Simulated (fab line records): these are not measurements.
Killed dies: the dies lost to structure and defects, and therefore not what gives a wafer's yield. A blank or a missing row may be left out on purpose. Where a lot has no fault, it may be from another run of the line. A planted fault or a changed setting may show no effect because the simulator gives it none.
Which tool was responsible? || flow rit cmos || 48 wafers from 16 lots sampled at 2 of the route's 202 steps

WHAT THE GAUGES SHOWED, per wafer
RIT_NWELL_OVL_MEAS_06. Usual: NWELL_OVL -0.8 nm, standard deviation 1.4.
{"lot": "L649", "measured": "day 1 20:20", "on": "overlay-02", "NWELL_OVL (nm)": "-1.8 0.2 -0.9", "flag": ""}
{"lot": "L650", "measured": "day 2 03:36", "on": "overlay-01", "NWELL_OVL (nm)": "-1.9 -2.9 -2.7", "flag": ""}
{"lot": "L651", "measured": "day 2 09:41", "on": "overlay-02", "NWELL_OVL (nm)": "-2.6 -3.0 -2.1", "flag": ""}
{"lot": "L652", "measured": "day 2 13:52", "on": "overlay-01", "NWELL_OVL (nm)": "-0.2 0.7 0.6", "flag": ""}
{"lot": "L654", "measured": "day 2 22:11", "on": "overlay-01", "NWELL_OVL (nm)": "-0.4 -0.7 -0.9", "flag": ""}
{"lot": "L655", "measured": "day 3 07:07", "on": "overlay-02", "NWELL_OVL (nm)": "0.0 1.6 -0.3", "flag": ""}
{"lot": "L657", "measured": "day 3 13:30", "on": "overlay-01", "NWELL_OVL (nm)": "-0.3 -1.0 0.0", "flag": ""}
{"lot": "L658", "measured": "day 3 18:04", "on": "overlay-02", "NWELL_OVL (nm)": "-0.4 -0.7 -0.3", "flag": ""}
{"lot": "L663", "measured": "day 4 19:12", "on": "overlay-01", "NWELL_OVL (nm)": "-151.3 -150.9 -149.2", "flag": "OFF"}
{"lot": "L664", "measured": "day 4 23:22", "on": "overlay-02", "NWELL_OVL (nm)": "-3.2 -3.2 -2.4", "flag": ""}
{"lot": "L666", "measured": "day 5 09:25", "on": "overlay-02", "NWELL_OVL (nm)": "-149.3 -148.7 -150.3", "flag": "OFF"}
{"lot": "L667", "measured": "day 5 14:28", "on": "overlay-01", "NWELL_OVL (nm)": "-149.9 -149.5 -148.3", "flag": "OFF"}
{"lot": "L668", "measured": "day 5 21:03", "on": "overlay-02", "NWELL_OVL (nm)": "-150.9 -150.4 -151.2", "flag": "OFF"}
{"lot": "L669", "measured": "day 6 00:52", "on": "overlay-02", "NWELL_OVL (nm)": "-1.7 -2.6 -4.4", "flag": ""}
{"lot": "L671", "measured": "day 6 10:32", "on": "overlay-02", "NWELL_OVL (nm)": "-0.5 -0.2 1.1", "flag": ""}
{"lot": "L672", "measured": "day 6 15:35", "on": "overlay-01", "NWELL_OVL (nm)": "-1.0 -0.2 -0.8", "flag": ""}

TOOL THAT RAN EACH LOT (tool first, then ch and the chambers of the sampled wafers, then the start)
{"lot": "L649", "RIT_NWELL_EXPOSE_03": "iline stepper-02 ch 0, day 1 19:54"}
{"lot": "L650", "RIT_NWELL_EXPOSE_03": "iline stepper-01 ch 0, day 2 03:11"}
{"lot": "L651", "RIT_NWELL_EXPOSE_03": "iline stepper-01 ch 0, day 2 09:17"}
{"lot": "L652", "RIT_NWELL_EXPOSE_03": "iline stepper-01 ch 0, day 2 13:21"}
{"lot": "L654", "RIT_NWELL_EXPOSE_03": "iline stepper-01 ch 0, day 2 21:46"}
{"lot": "L655", "RIT_NWELL_EXPOSE_03": "iline stepper-01 ch 0, day 3 06:41"}
{"lot": "L657", "RIT_NWELL_EXPOSE_03": "iline stepper-02 ch 0, day 3 13:04"}
{"lot": "L658", "RIT_NWELL_EXPOSE_03": "iline stepper-02 ch 0, day 3 17:38"}
{"lot": "L663", "RIT_NWELL_EXPOSE_03": "iline stepper-02 ch 0, day 4 18:47"}
{"lot": "L664", "RIT_NWELL_EXPOSE_03": "iline stepper-01 ch 0, day 4 22:56"}
{"lot": "L666", "RIT_NWELL_EXPOSE_03": "iline stepper-02 ch 0, day 5 09:00"}
{"lot": "L667", "RIT_NWELL_EXPOSE_03": "iline stepper-02 ch 0, day 5 14:02"}
{"lot": "L668", "RIT_NWELL_EXPOSE_03": "iline stepper-02 ch 0, day 5 20:37"}
{"lot": "L669", "RIT_NWELL_EXPOSE_03": "iline stepper-01 ch 0, day 6 00:28"}
{"lot": "L671", "RIT_NWELL_EXPOSE_03": "iline stepper-01 ch 0, day 6 10:07"}
{"lot": "L672", "RIT_NWELL_EXPOSE_03": "iline stepper-01 ch 0, day 6 15:09"}
- RIT_NWELL_EXPOSE_03: exposes mask M2, target cd 43900 nm.

WHAT THE TOOLS THEMSELVES READ (means of the sampled wafers that have a number; where no wafer has one, the mark that the record gives instead)
RIT_NWELL_EXPOSE_03. Usual: 23.01 C for reticle temp C, sd 0.1.
{"lot": "L649", "tool": "iline stepper-02", "reticle temp C (C)": 23.07, "flag": ""}
{"lot": "L650", "tool": "iline stepper-01", "reticle temp C (C)": 23.05, "flag": ""}
{"lot": "L651", "tool": "iline stepper-01", "reticle temp C (C)": 22.90, "flag": ""}
{"lot": "L652", "tool": "iline stepper-01", "reticle temp C (C)": 23.13, "flag": ""}
{"lot": "L654", "tool": "iline stepper-01", "reticle temp C (C)": 23.09, "flag": ""}
{"lot": "L655", "tool": "iline stepper-01", "reticle temp C (C)": 22.88, "flag": ""}
{"lot": "L657", "tool": "iline stepper-02", "reticle temp C (C)": 23.01, "flag": ""}
{"lot": "L658", "tool": "iline stepper-02", "reticle temp C (C)": 22.95, "flag": ""}
{"lot": "L663", "tool": "iline stepper-02", "reticle temp C (C)": 22.99, "flag": ""}
{"lot": "L664", "tool": "iline stepper-01", "reticle temp C (C)": 23.12, "flag": ""}
{"lot": "L666", "tool": "iline stepper-02", "reticle temp C (C)": 22.93, "flag": ""}
{"lot": "L667", "tool": "iline stepper-02", "reticle temp C (C)": 22.96, "flag": ""}
{"lot": "L668", "tool": "iline stepper-02", "reticle temp C (C)": 23.03, "flag": ""}
{"lot": "L669", "tool": "iline stepper-01", "reticle temp C (C)": 22.99, "flag": ""}
{"lot": "L671", "tool": "iline stepper-01", "reticle temp C (C)": 23.09, "flag": ""}
{"lot": "L672", "tool": "iline stepper-01", "reticle temp C (C)": 22.88, "flag": ""}

THE ANSWER, worked out from the rows above alone
Rule: a lot is off if the mean of its wafers that have a number lies more than 3 standard deviations from the usual mean. A lot without any number at a reading at which 4 lots or more have one is off too. Where the step has rows for the other lots, those lots are counted as sound. After the gauges, taken in route order, come the tools' own readings; for these a lot's mean is taken, as printed above. The first step at which some lot is off is used, and at that step the reading that is off furthest; a lot without a number counts as furthest.
Off: L663, L666, L667, L668, at RIT_NWELL_OVL_MEAS_06 (NWELL_OVL).
If a tool, at a process step before that reading, ran all the lots that are off and no sound lot after the first of them, it fits. Gauges at RIT_NWELL_OVL_MEAS_06: tried the same way as those tools. One fits: iline stepper-02 at RIT_NWELL_EXPOSE_03. A fault onset in the window from L658 (day 3 17:38, its last sound lot) to L663 (day 4 18:47, its first lot off) fits.

WHAT WAS PUT IN BY THE SIMULATOR
Scanner matching overlay: iline stepper-02, from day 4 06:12 on, at RIT_NWELL_EXPOSE_03. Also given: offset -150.
Shown lots that were struck: L663, L666, L667, L668. This agrees with what the rule above found.
